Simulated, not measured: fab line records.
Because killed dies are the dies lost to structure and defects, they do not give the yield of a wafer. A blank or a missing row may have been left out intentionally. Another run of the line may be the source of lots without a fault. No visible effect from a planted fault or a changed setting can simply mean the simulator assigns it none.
One fault seen from 2 desks ; flow berkeley_cmos170 ; what lay behind the numbers comes last; until then each desk has only its own

## AT THE TOOL OWNER'S DESK: litho_track-04
The tool's own readings at UCB170_CONTACT_SOFTBAKE_11 (time 60 s): means of the sampled wafers that have a number, for each lot that ran on this tool. If a lot's mean is further than 4 standard deviations from the usual mean, the lot is out of limits and carries the mark OUT (the distance appears in the brackets).
Columns: A = heater_power_total_W at UCB170_CONTACT_SOFTBAKE_11, usual 56.80 W; B = plate_temp_C at UCB170_CONTACT_SOFTBAKE_11, usual 130.01 C
lot;first seen here;A;B
L991;day 8 21:00;56.81;129.86
L990;day 8 23:00;56.81;130.14
L993;day 9 16:00;56.80;129.89
L104;day 11 06:00;56.77;130.06
L101;day 11 07:00;58.37 (+33) OUT;133.05 (+23) OUT
L107;day 12 12:00;58.41 (+34) OUT;132.86 (+22) OUT
This desk's finding: out of limits on L101, L107; first on L101, day 11 07:00 (heater_power_total_W at UCB170_CONTACT_SOFTBAKE_11). L991, L990, L993, L104: within limits.

## FROM THE METROLOGY DESK
What the gauges read, lot by lot, whatever tool the lot ran on: means of the sampled wafers that have a number. If a lot's mean is further than 4 standard deviations from the usual mean, the lot is out of limits and carries the mark OUT (the distance appears in the brackets).
Columns: A = PSD_TW at UCB170_PSD_TW_MEAS_10, usual 2322; B = CONTACT_PSG_THK at UCB170_CONTACT_THK_MEAS_02, usual 701 nm; C = cd_nm at UCB170_CONTACT_CD_MEAS_15, usual 700.5 nm
lot;first seen here;A;B;C
L985;day 8 00:27;2316;698;700.8
L986;day 8 00:40;2348;701;700.1
L991;day 8 13:59;2322;702;697.7
L988;day 8 14:15;2339;704;700.5
L990;day 8 14:32;2305;692;700.2
L994;day 9 06:17;2328;700;701.7
L993;day 9 06:31;2296;712;701.3
L992;day 9 06:38;2327;713;702.4
L996;day 10 03:07;2309;703;702.1
L995;day 10 03:17;2306;688;703.1
L101;day 10 19:15;2335;699;705.3
L104;day 10 19:38;2304;707;702.0
L107;day 12 00:51;2339;706;708.8 (+5.6) OUT
L108;day 12 01:04;2345;700;701.9
This desk's finding: out of limits on L107; first on L107, day 12 13:24 (cd_nm at UCB170_CONTACT_CD_MEAS_15). L985, L986, L991, L988, L990, L994, L993, L992, L996, L995, L101, L104, L108: within limits.

## PUT TOGETHER
An alarm could have come from the tool owner's desk at day 11 07:00, on L101, L107.
L107 would have let the metrology desk raise an alarm at day 12 13:24.
The metrology desk holds a record of L101, inside its limits.
Of the lots named, all ran UCB170_CONTACT_SOFTBAKE_11 on litho_track-04.

## WHAT WAS PUT IN BY THE SIMULATOR
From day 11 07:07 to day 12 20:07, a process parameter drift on litho_track-04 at UCB170_CONTACT_SOFTBAKE_11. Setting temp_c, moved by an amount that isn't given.
Struck lots among those shown: L101, L107.
